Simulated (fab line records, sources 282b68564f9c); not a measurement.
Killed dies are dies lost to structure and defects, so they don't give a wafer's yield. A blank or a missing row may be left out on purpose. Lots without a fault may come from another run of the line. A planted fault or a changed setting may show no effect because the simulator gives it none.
fab line records | flow rit_cmos
record lots=6 wafers=18 last_day=7
route steps=202 shown PLDD@116 SPACER@125 NSD@131 M1@202
lots that met no fault: from a run of the same line without faults
start_h: hours from the record's first day to the start of the lot's first wafer shown | wait_h: hours since the lot's step before | " the same as in the row above | L1.1+2: a row that stands for several wafers | - no value, or no start given | * or withheld: withheld | < > ~ a bound
route shown NAME@n: a module of which the file shows steps, and the number in the route of the first | usual: mean/standard deviation of fault-free wafers | same: alike in all rows | chamber/n: place in a boat | sites: the reading at each site | _std_site: their standard deviation | _edge_site: outer sites' mean less inner sites' | radius_mm: how far each site lies from the wafer's centre | mask NAME#n: copy n | behind: the tool/chamber that last shaped the wafer | hold: why the lot was held/for how many hours/how that ended | device: the transistor (n, p or np) that didn't switch | end of line: the same wafers' tests at the end of the route | a step without rows: its recipe alone | killed: dies lost to structure and defects at the first sort, not the wafer's yield | map: a wafer's dies, x killed, . not, _ none there
set.NAME: the setting as run; set.NAME@STEP: as run at that earlier step | model.NAME: the simulator's own value behind a step, which no gauge read
lots at some steps of the route; a table a step, a row a wafer
services: from which hour (start_h, from the record's first day; less than 0 if before it) a tool's chamber was out of use, for how many hours, and why
## steps
# step RIT_PLDD_SOFTBAKE_02
# recipe resist=NOVOLAK temp_c=90 time_s=60
# step RIT_PLDD_EXPOSE_03
# recipe mask_id=M8 na=0.57 target_cd_nm=40900 dose_mj=250
# step RIT_PLDD_PEB_04
# recipe resist=NOVOLAK temp_c=withheld time_s=withheld
# step RIT_PLDD_DEVELOP_05
# recipe resist=NOVOLAK develop_time_s=50 dev_temp_c=23
# step RIT_PLDD_OVL_MEAS_06
# usual PLDD_OVL=-0.1/1.5
# columns lot.wafer tool chamber start_h wait_h PLDD_OVL[nm]
L805.2 overlay-02 - 43.96 - -1.0
L805.3 " - " " -0.7
L805.4 " - " " -1.4
L815.1 overlay-01 - 94.12 - 0.4
L815.2 " - " " 0.2
L815.5 " - " " -0.8
L817.4 overlay-02 - 103.60 - -2.4
L817.5 " - " " -1.3
L817.6 " - " " 0.0
L818.1 overlay-01 - 108.29 - 2.5
L818.3 " - " " 3.0
L818.6 " - " " 4.5
L822.1 overlay-02 - 127.95 - -2.4
L822.3 " - " " -0.6
L822.6 " - " " -2.4
L825.1 overlay-01 - 143.96 - -0.3
L825.2 " - " " 1.0
L825.6 " - " " 0.5
# step RIT_PLDD_HARDBAKE_07
# recipe resist=NOVOLAK temp_c=140 time_s=60
# step RIT_PLDD_IMPLANT_08
# recipe species=BF2 energy_kev=20 dose_cm2=9e+14 tilt_deg=7
# step RIT_PLDD_STRIP_09
# recipe chemistry=O2 time_s=180 resist=NOVOLAK platen_temp_c=withheld power_w=500 pressure_mtorr=4000 o2_flow_sccm=4000
# usual drypump_motor_current_A=5.8/0.38 o2_flow_sccm=4001/12
# columns lot.wafer tool chamber start_h wait_h drypump_motor_current_A o2_flow_sccm rf_hours_counter_h
L805.2 plasma_asher-02 1 44.29 0.1 5.6 3981 25
L805.3 " 0 " " 6.5 4025 -
L805.4 " 1 " " 5.6 3987 -
L815.1 plasma_asher-03 0 94.45 0.1 6.3 3997 45
L815.2 " 1 " " 5.6 4004 45
L815.5 " 1 " " 5.6 3984 -
L817.4 plasma_asher-04 0 104.04 0.1 5.8 3998 -
L817.5 " 0 " " 5.8 4003 -
L817.6 " 1 " " 5.4 4002 -
L818.1 plasma_asher-03 1 108.62 0.1 5.6 4029 47
L818.3 " 0 " " 6.3 3982 -
L818.6 " 1 " " 5.6 4024 -
L822.1 plasma_asher-02 0 128.28 0.1 6.4 3989 33
L822.3 " 0 " " 6.4 3985 -
L822.6 " 0 " " 6.4 3976 -
L825.1 plasma_asher-03 0 144.34 0.1 6.3 4013 3
L825.2 " 1 " " 5.6 3999 3
L825.6 " 0 " " 6.3 4029 -
# step RIT_PLDD_TW_MEAS_10
# usual PLDD_TW=2343/20
# columns lot.wafer tool chamber start_h wait_h PLDD_TW
L805.2 film_metro-01 - 44.47 0.1 2326
L805.3 " - " " 2325
L805.4 " - " " 2323
L815.1 film_metro-01 - 94.63 0.1 2305
L815.2 " - " " 2330
L815.5 " - " " 2322
L817.4 film_metro-01 - 104.19 0.1 2301
L817.5 " - " " 2314
L817.6 " - " " 2311
L818.1 film_metro-01 - 108.80 0.1 2326
L818.3 " - " " 2307
L818.6 " - " " 2316
L822.1 film_metro-02 - 128.46 0.1 2365
L822.3 " - " " 2348
L822.6 " - " " 2364
L825.1 film_metro-03 - 144.51 0.1 2346
L825.2 " - " " 2357
L825.6 " - " " 2356
# step RIT_SPACER_CLEAN_00
# recipe chemistry=SC1 mix=3:3:50 time_s=600 temp_c=75
# step RIT_SPACER_CLEAN_01
# recipe chemistry=dHF dilution=50:1 time_s=30
# step RIT_SPACER_CLEAN_02
# recipe chemistry=SC2 mix=3:3:50 time_s=600 temp_c=75 dry=n2_spin
# step RIT_SPACER_CVD_03
# recipe material=Si3N4 target_thk_nm=250 temp_c=810 precursor=SiH2Cl2/NH3 time_s=3226 pressure_mtorr=300 sih2cl2_flow_sccm=60 nh3_flow_sccm=150
# columns lot.wafer tool chamber start_h wait_h
L805.2+3+4 lpcvd-02 0 44.89 0.0
L815.1+2+5 lpcvd-02 1 95.09 0.0
L817.4+5+6 lpcvd-02 0 104.65 0.0
L818.1+3+6 lpcvd-01 0 109.29 0.0
L822.1+3+6 lpcvd-01 0 128.92 0.0
L825.1+2+6 lpcvd-01 1 144.94 0.0
# step RIT_SPACER_THK_MEAS_04
# recipe reads=Si3N4_of_SPACER_CVD_03
# usual SPACER_NITRIDE_THK=245.2/1.8
# columns lot.wafer tool chamber start_h wait_h SPACER_NITRIDE_THK[nm]
L805.2 film_metro-02 - 46.82 0.0 245.3
L805.3 " - " " 245.6
L805.4 " - " " 243.6
L815.1 film_metro-01 - 97.00 0.0 215.9
L815.2 " - " " 216.3
L815.5 " - " " 216.9
L817.4 film_metro-04 - 106.60 0.1 219.8
L817.5 " - " " 220.7
L817.6 " - " " 219.5
L818.1 film_metro-04 - 112.17 0.0 243.0
L818.3 " - " " 243.4
L818.6 " - " " 242.5
L822.1 film_metro-02 - 130.83 0.0 245.6
L822.3 " - " " 242.6
L822.6 " - " " 243.3
L825.1 film_metro-01 - 146.86 0.0 243.2
L825.2 " - " " 243.1
L825.6 " - " " 244.3
# step RIT_SPACER_ETCHBACK_05
# recipe target_depth_a=2500 SF6_flow_sccm=30 CHF3_flow_sccm=30 target=Si3N4 chemistry=SF6/CHF3 pressure_mtorr=40 rf_w=250 time_s=240 stop_on=SiO2
# usual drypump_motor_current_A=5.95/0.21 oes_product_au=0.831/0.014 throttle_valve_pct=10.22/0.12
# columns lot.wafer tool chamber start_h wait_h drypump_motor_current_A oes_product_au rf_hours_counter_h throttle_valve_pct
L805.2 rie_diel-01 3 46.87 0.0 6.00 0.825 140 10.05
L805.3 " 1 " " 6.10 0.856 154 10.27
L805.4 " 0 " " 6.09 0.824 166 10.22
L815.1 rie_diel-01 1 97.06 0.1 6.07 0.782 156 10.21
L815.2 " 0 " " 6.07 0.750 0 10.20
L815.5 " 2 " " 5.86 0.760 - 10.19
L817.4 rie_diel-01 2 106.63 0.0 5.86 0.769 17 10.21
L817.5 " 0 " " 6.08 0.775 - 10.19
L817.6 " 3 " " 5.99 0.760 - 10.04
L818.1 rie_diel-01 0 112.23 0.1 6.06 0.826 0 10.21
L818.3 " 3 " " 6.00 0.814 142 10.06
L818.6 " 3 " " 5.99 0.815 - 10.07
L822.1 rie_diel-01 3 130.89 0.1 5.99 0.823 143 10.07
L822.3 " 2 " " 5.91 0.823 18 10.21
L822.6 " 0 " " 6.07 0.824 - 10.24
L825.1 rie_diel-01 3 146.92 0.1 6.00 0.818 143 10.06
L825.2 " 0 " " 6.05 0.829 1 10.21
L825.6 " 1 " " 6.10 0.823 - 10.25
# step RIT_NSD_HMDS_00
# recipe prime_time_s=60 prime_temp_c=140
# step RIT_M1_PROBE_99
# usual killed_at_front_end=6.3/2.9 killed_dies=6.4/2.9 killed_open=3.3/2.1 killed_short=3.1/1.7
# same gross_dies=264 killed_at_M0_to_M3=0 killed_at_M4_up=0 killed_at_back_side=0 killed_at_contacts=0 killed_at_other=0
# columns lot.wafer tool chamber start_h wait_h killed_at_front_end killed_dies killed_open killed_short
L805.2 prober-01 - 58.08 0.1 8 8 3 5
L805.3 prober-01 - 58.13 0.2 6 6 3 3
L805.4 prober-01 - 58.18 0.2 2 2 1 1
L815.1 prober-01 - 107.83 0.1 7 7 7 0
L815.2 prober-01 - 107.88 0.1 16 16 7 9
L815.5 prober-01 - 108.03 0.2 19 19 11 8
L817.4 prober-02 - 117.87 0.2 4 4 3 1
L817.5 prober-02 - 117.92 0.2 5 5 2 3
L817.6 prober-02 - 117.97 0.2 3 3 1 2
L818.1 prober-01 - 123.67 0.1 8 8 3 5
L818.3 prober-01 - 123.77 0.2 4 4 2 2
L818.6 prober-01 - 123.92 0.2 7 7 2 5
L822.1 prober-01 - 143.05 0.1 4 4 2 2
L822.3 prober-01 - 143.15 0.2 1 1 0 1
L822.6 prober-01 - 143.30 0.2 9 9 5 4
L825.1 prober-02 - 158.67 0.1 8 8 3 5
L825.2 prober-02 - 158.72 0.1 3 3 2 1
L825.6 prober-02 - 158.92 0.2 2 2 0 2
# killed by level:class
L805.2 GATE:geometric_particle:open=3 SILICIDE:geometric_particle:short=2 FOX2:geometric_particle:short=1 GATE:geometric_particle:short=1 REOX:geometric_particle:short=1
L805.3 GATE:geometric_particle:open=3 FOX2:geometric_particle:short=1 GATE:geometric_particle:short=1 SILICIDE:geometric_particle:short=1
L805.4 FOX1:geometric_particle:open=1 SPACER:geometric_particle:short=1
L815.1 REOX:geometric_particle:open=4 GATE:geometric_particle:open=2 FOX2:geometric_particle:open=1
L815.2 REOX:geometric_particle:short=5 FOX1:geometric_particle:short=3 GATE:geometric_particle:open=3 REOX:geometric_particle:open=2 SILICIDE:geometric_particle:open=2 GATE:geometric_particle:short=1
L815.5 GATE:geometric_particle:open=5 FOX1:geometric_particle:open=4 GATE:geometric_particle:short=4 FOX2:geometric_particle:short=2 FOX2:geometric_particle:open=1 REOX:geometric_particle:open=1 REOX:geometric_particle:short=1 SILICIDE:geometric_particle:short=1
L817.4 SILICIDE:geometric_particle:open=2 FOX2:geometric_particle:short=1 GATE:geometric_particle:open=1
L817.5 SILICIDE:geometric_particle:short=2 FOX1:geometric_particle:short=1 FOX2:geometric_particle:open=1 GATE:geometric_particle:open=1
L817.6 GATE:geometric_particle:short=2 SILICIDE:geometric_particle:open=1
L818.1 GATE:geometric_particle:short=2 GATE:geometric_particle:open=1 REOX:geometric_particle:short=1 REOX:geometric_particle:open=1 SPACER:geometric_particle:short=1 SILICIDE:geometric_particle:open=1 SILICIDE:geometric_particle:short=1
L818.3 FOX2:geometric_particle:open=1 GATE:geometric_particle:short=1 REOX:geometric_particle:open=1 REOX:geometric_particle:short=1
L818.6 FOX1:geometric_particle:open=2 GATE:geometric_particle:short=2 FOX1:geometric_particle:short=1 REOX:geometric_particle:short=1 SPACER:geometric_particle:short=1
L822.1 GATE:geometric_particle:open=2 REOX:geometric_particle:short=1 SPACER:geometric_particle:short=1
L822.3 REOX:geometric_particle:short=1
L822.6 REOX:geometric_particle:short=2 SPACER:geometric_particle:open=2 FOX1:geometric_particle:short=1 FOX2:geometric_particle:short=1 GATE:geometric_particle:open=1 REOX:geometric_particle:open=1 SILICIDE:geometric_particle:open=1
L825.1 GATE:geometric_particle:short=3 FOX2:geometric_particle:short=1 FOX2:geometric_particle:open=1 GATE:geometric_particle:open=1 REOX:geometric_particle:open=1 SILICIDE:geometric_particle:short=1
L825.2 GATE:geometric_particle:open=1 SILICIDE:geometric_particle:open=1 SILICIDE:geometric_particle:short=1
L825.6 GATE:geometric_particle:short=2
## services
# columns tool chamber start_h hours kind
lpcvd-02 - 38.00 2.7 repair
rie_diel-01 0 45.17 1.5 repair
plasma_asher-03 - 52.92 0.6 repair
rie_diel-01 0 72.89 - clean
rie_diel-01 0 72.89 - consumable_replace:esc
rie_diel-01 0 72.89 21.3 scheduled_down
rie_diel-01 0 72.89 21.3 vent_cycle
plasma_asher-03 - 108.80 9.0 pm
plasma_asher-03 0 108.80 9.0 vent_cycle
plasma_asher-03 1 108.80 9.0 vent_cycle
plasma_asher-02 - 110.74 10.5 repair
plasma_asher-03 0 117.80 - clean
plasma_asher-03 1 117.80 - clean
rie_diel-01 2 120.15 6.0 repair
plasma_asher-04 - 125.93 8.0 repair
rie_diel-01 1 126.12 - clean
rie_diel-01 1 126.12 12.5 scheduled_down
rie_diel-01 1 126.12 12.5 vent_cycle
## key
first_sign step=RIT_SPACER_THK_MEAS_04 reading=SPACER_NITRIDE_THK direction=down sigmas=15 usual=245.2 struck=218.2
effect step=RIT_SPACER_ETCHBACK_05 reading=oes_product_au direction=down sigmas=4.7 usual=0.831 struck=0.766
met_at RIT_SPACER_CVD_03
struck_wafers L815.1,L815.2,L815.5,L817.4,L817.5,L817.6
tester_left_out L815,L817
onset_between 44.89 95.09
fault kind=site_profile_drift tool=lpcvd-02 chamber=- onset_h=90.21 steps=RIT_SPACER_CVD_03 basis=fraction max_abs_drift=0.25671 slope_share_per_hr=57.046 site_pattern=0,0,0,0,0,-1,-1,-1,-1
# tester_left_out: of these lots the tester's yield and bins aren't shown, on N5 and GAA mostly nor the transistor test; their killed dies are dies lost to structure and defects alone, not to doping, threshold or leakage, so they don't give the yield
